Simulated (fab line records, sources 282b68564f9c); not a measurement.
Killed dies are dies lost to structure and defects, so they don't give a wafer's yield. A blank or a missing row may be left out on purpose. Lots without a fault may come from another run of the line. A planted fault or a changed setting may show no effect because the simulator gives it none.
Which tool did it? | flow rit_cmos | 12 lots, 36 wafers sampled, at 2 steps of a route of 202

WHAT THE GAUGES READ, wafer by wafer
RIT_SPACER_THK_MEAS_04. Usual: SPACER_NITRIDE_THK 245.4 nm, standard deviation 2.1.
lot  | measured    | on            | SPACER_NITRIDE_THK (nm) | flag
L444 | day 3 01:37 | film_metro-01 | 246.3 246.1 246.4       |
L445 | day 3 04:17 | film_metro-03 | 245.5 246.0 247.6       |
L447 | day 3 17:08 | film_metro-03 | 280.8 278.0 280.6       | OFF
L448 | day 3 19:28 | film_metro-03 | 277.3 277.2 279.3       | OFF
L451 | day 4 10:49 | film_metro-02 | 244.5 246.8 245.7       |
L460 | day 6 06:37 | film_metro-02 | 247.0 246.4 244.8       |
L462 | day 6 18:22 | film_metro-03 | 244.4 245.6 248.1       |
L463 | day 7 01:43 | film_metro-03 | 243.5 243.7 244.8       |
L464 | day 7 07:29 | film_metro-02 | 240.7 241.3 239.8       |
L465 | day 7 08:48 | film_metro-03 | 243.1 242.4 244.2       |
L466 | day 7 14:17 | film_metro-01 | 245.9 245.9 247.7       |
L467 | day 7 22:42 | film_metro-01 | 242.4 242.3 243.6       |

WHICH TOOL RAN EACH LOT (tool, then ch and the chambers of the sampled wafers, then the start)
lot  | RIT_SPACER_CVD_03
L444 | lpcvd-02 ch 1, day 2 23:41
L445 | lpcvd-02 ch 0, day 3 02:22
L447 | lpcvd-02 ch 1, day 3 15:11
L448 | lpcvd-02 ch 1, day 3 17:32
L451 | lpcvd-01 ch 0, day 4 08:53
L460 | lpcvd-01 ch 1, day 6 04:40
L462 | lpcvd-01 ch 0, day 6 16:26
L463 | lpcvd-02 ch 0, day 6 23:49
L464 | lpcvd-01 ch 1, day 7 05:34
L465 | lpcvd-02 ch 0, day 7 06:52
L466 | lpcvd-02 ch 1, day 7 12:22
L467 | lpcvd-01 ch 0, day 7 20:46
- RIT_SPACER_CVD_03: deposits Si3N4 from SiH2Cl2/NH3, target thk 250 nm, time 3300 s.

WHAT THE TOOLS THEMSELVES READ (means of the sampled wafers that have a number; where no wafer has one, the mark that the record gives instead)
RIT_SPACER_CVD_03. Usual: sih2cl2_flow_sccm 59.98 sccm, standard deviation 0.2.
lot  | tool     | sih2cl2_flow_sccm (sccm) | flag
L444 | lpcvd-02 | 59.85                    |
L445 | lpcvd-02 | 59.97                    |
L447 | lpcvd-02 | 89.99                    | OFF
L448 | lpcvd-02 | 90.20                    | OFF
L451 | lpcvd-01 | 59.76                    |
L460 | lpcvd-01 | 59.89                    |
L462 | lpcvd-01 | 60.04                    |
L463 | lpcvd-02 | 59.95                    |
L464 | lpcvd-01 | 59.90                    |
L465 | lpcvd-02 | 60.08                    |
L466 | lpcvd-02 | 60.16                    |
L467 | lpcvd-01 | 59.91                    |

THE ANSWER, worked out from the rows above alone
Rule: a lot is off if the mean of its wafers that have a number lies more than 3 standard deviations from the usual mean. A lot without any number at a reading at which 4 lots or more have one is off too. The other lots that the step has rows for count as sound. The gauges are gone through in route order, then the tools' own readings, and for those a lot's mean is taken as printed above. The first step at which some lot is off is used, and at that step the reading that is off furthest; a lot without a number counts as furthest.
Off: L447, L448, at RIT_SPACER_THK_MEAS_04 (SPACER_NITRIDE_THK).
A tool fits if, at a process step before that reading, it ran every lot that is off, and no sound lot after the first of them. The gauges at RIT_SPACER_THK_MEAS_04 aren't tried: what is off there is off at RIT_SPACER_CVD_03 too, on other tools, and a gauge's error can't cause that. None of those tried fits.

WHAT THE SIMULATOR HAD PUT IN
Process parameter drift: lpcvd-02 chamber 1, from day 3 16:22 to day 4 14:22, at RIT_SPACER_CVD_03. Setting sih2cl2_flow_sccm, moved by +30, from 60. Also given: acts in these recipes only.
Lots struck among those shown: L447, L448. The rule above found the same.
